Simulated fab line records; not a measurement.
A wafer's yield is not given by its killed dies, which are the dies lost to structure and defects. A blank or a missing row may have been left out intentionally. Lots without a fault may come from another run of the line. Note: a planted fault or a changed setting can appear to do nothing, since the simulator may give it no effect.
One fault seen from 2 desks | flow ritCmos | each desk has only its own numbers; what lay behind them comes last

== AT THE METROLOGY DESK ==
Lot by lot, what the gauges showed, no matter which tool ran the lot: averages of those sampled wafers that carry a number. Marked OUT: a lot whose mean sits more than 4 standard deviations from the usual mean, which makes it out of limits; the brackets give that distance.
Columns: A = PLDD_OVL at RIT_PLDD_OVL_MEAS_06, usual 0.6 nm; B = PLDD_TW at RIT_PLDD_TW_MEAS_10, usual 2393; C = SPACER_NITRIDE_THK at RIT_SPACER_THK_MEAS_04, usual 250.3 nm; D = NSD_OVL at RIT_NSD_OVL_MEAS_06, usual 1.4 nm
lot  | first seen here | A    | B    | C     | D
L891 | day 3 11:25     | -0.3 | 2388 | 254.5 | 1.6
L893 | day 3 20:49     | 2.2  | 2374 | 249.1 | -0.2
L902 | day 5 19:40     | 0.5  | 2387 | 248.7 | 1.1
L904 | day 6 08:28     | 0.5  | 2395 | 247.0 | 2.6
L905 | day 6 12:11     | -0.6 | 2384 | 251.3 | 2.2
L911 | day 7 14:58     | -2.3 | 2401 | 247.0 | 1.6
Result from this desk: across the 6 lots, nothing is out of limits.

== THE TOOL OWNER'S DESK: lithoTrack-04 ==
The tool's own readings at RIT_NSD_COAT_01 (resist thk 1000 nm): means of the sampled wafers that have a number, for each lot that ran on this tool. Marked OUT: a lot whose mean sits more than 4 standard deviations from the usual mean, which makes it out of limits; the brackets give that distance.
Columns: A = exhaustPa at RIT_NSD_COAT_01, usual 45.1 Pa; B = spinSpeedRpm at RIT_NSD_COAT_01, usual 3250.0 rpm
lot  | first seen here | A    | B
L893 | day 4 00:04     | 45.5 | 3253.1
L902 | day 5 23:03     | 45.2 | 3334.1 (+34) OUT
L904 | day 6 12:04     | 45.6 | 3335.7 (+34) OUT
This desk's finding: out of limits on L902, L904; first on L902, day 5 23:03 (spinSpeedRpm at RIT_NSD_COAT_01). L893 stayed within limits.

== BROUGHT TOGETHER ==
At day 5 23:03, on L902, L904, the tool owner's desk was in a position to raise an alarm.
From the metrology desk's view, nothing was out of limits.
The metrology desk has L902, L904 on record, within its limits.
Of the lots named, all ran RIT_NSD_COAT_01 on lithoTrack-04.

== WHAT THE SIMULATOR HAD INSERTED ==
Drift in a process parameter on lithoTrack-04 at RIT_NSD_COAT_01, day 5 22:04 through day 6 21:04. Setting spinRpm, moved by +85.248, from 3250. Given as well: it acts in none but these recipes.
Shown lots that were struck: L902, L904.
How many hours passed from the start of the fault until each desk's first out-of-limits reading: the tool owner's desk, 1.
